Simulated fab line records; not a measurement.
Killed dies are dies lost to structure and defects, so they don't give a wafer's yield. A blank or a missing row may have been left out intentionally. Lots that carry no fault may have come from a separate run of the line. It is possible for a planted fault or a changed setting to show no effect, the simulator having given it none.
The tool behind it: which one? + flow berkeleyCmos170 + 14 lots, 42 wafers sampled, at 1 step of a route of 331

== WHAT EACH GAUGE READ, for each wafer ==
The record lacks any reading of a measuring or inspecting step that a usual standard deviation could be used to judge.

== WHAT TOOL EACH LOT RAN ON (gives the tool, then ch and the chambers of the sampled wafers, and finally the start) ==
| lot  | UCB170_M3_ETCH_17                 |
|------|-----------------------------------|
| L885 | rieDiel-01 ch 2,3, day 8 06:31    |
| L888 | rieDiel-02 ch 0,1,3, day 8 15:56  |
| L887 | rieDiel-02 ch 0,2,3, day 8 17:27  |
| L886 | rieDiel-04 ch 0,1,2, day 8 18:59  |
| L889 | rieDiel-02 ch 0,3, day 9 11:22    |
| L895 | rieDiel-04 ch 0,2, day 10 00:59   |
| L894 | rieDiel-04 ch 0,3, day 10 01:16   |
| L893 | rieDiel-02 ch 0,1,2, day 10 01:28 |
| L892 | rieDiel-01 ch 0,2, day 10 01:35   |
| L896 | rieDiel-01 ch 0,2, day 11 11:28   |
| L903 | rieDiel-02 ch 0,2, day 12 00:56   |
| L904 | rieDiel-01 ch 0,2,3, day 12 01:32 |
| L906 | rieDiel-04 ch 0,1,3, day 12 13:21 |
| L907 | rieDiel-01 ch 0,3, day 12 15:12   |
- UCB170_M3_ETCH_17: etches BARC in N2/H2.

== AS READ BY THE TOOLS THEMSELVES (means over the sampled wafers that have a number; for cases with no such wafer, the mark the record gives instead) ==
UCB170_M3_ETCH_17. Usual: drypumpMotorCurrentA 5.8 A, standard deviation 0.49; oesProductAu 0.991 a.u., standard deviation 0.024; throttleValvePct 13.29 %, standard deviation 0.19.
| lot  | tool       | drypumpMotorCurrentA (A) | oesProductAu (a.u.) | throttleValvePct (%) | flag |
|------|------------|--------------------------|---------------------|----------------------|------|
| L885 | rieDiel-01 | 6.0                      | 0.957               | 13.37                |      |
| L888 | rieDiel-02 | 5.8                      | 0.996               | 13.11                |      |
| L887 | rieDiel-02 | 5.8                      | 0.986               | 13.16                |      |
| L886 | rieDiel-04 | 5.5                      | 0.998               | 13.24                |      |
| L889 | rieDiel-02 | 5.8                      | 0.999               | 13.08                |      |
| L895 | rieDiel-04 | 5.0                      | 1.024               | 13.27                |      |
| L894 | rieDiel-04 | 5.2                      | 0.993               | 13.33                |      |
| L893 | rieDiel-02 | 5.8                      | 1.005               | 13.22                |      |
| L892 | rieDiel-01 | 6.2                      | 0.991               | 13.24                |      |
| L896 | rieDiel-01 | 6.4                      | 0.995               | 13.33                |      |
| L903 | rieDiel-02 | 6.0                      | 1.003               | 13.07                |      |
| L904 | rieDiel-01 | 6.2                      | 0.799               | 13.35                | OFF  |
| L906 | rieDiel-04 | 5.6                      | 0.991               | 13.34                |      |
| L907 | rieDiel-01 | 6.4                      | 0.811               | 13.42                | OFF  |

== THE ANSWER, worked out from the rows above alone ==
Rule: take the mean of a lot's wafers that have a number; if it is more than 3 standard deviations from the usual mean, the lot is off. Also off: a lot with no number at a reading for which 4 or more lots have one. Any other lot the step has rows for is counted as sound. Order of review: gauges by route order, followed by the tools' own readings, for which a lot's mean as printed above is used. At the first step where some lot is off, the reading lying furthest off is the one used; lots without a number count as furthest.
Off: L904, L907 (UCB170_M3_ETCH_17, oesProductAu).
A tool fits if, at that step or a process step before it, it ran every lot that is off, and no sound lot after the first of them. One fits: UCB170_M3_ETCH_17 on rieDiel-01. Its last sound lot is L896 (day 11 11:28), its first lot that is off L904 (day 12 01:32): a fault that began between those two fits.
On the lots that are off, the tool's own readings at UCB170_M3_ETCH_17 differ by more than 5 times the standard deviation of the sound lots' means, which bears it out; oesProductAu reads 0.805 a.u. there versus 0.995 a.u. on the sound lots.

== WHAT THE SIMULATOR HAD INSERTED ==
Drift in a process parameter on rieDiel-01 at UCB170_M3_ETCH_17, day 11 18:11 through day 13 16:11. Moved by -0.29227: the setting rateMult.
Lots struck among those shown: L904, L907. The same result came from the rule above.
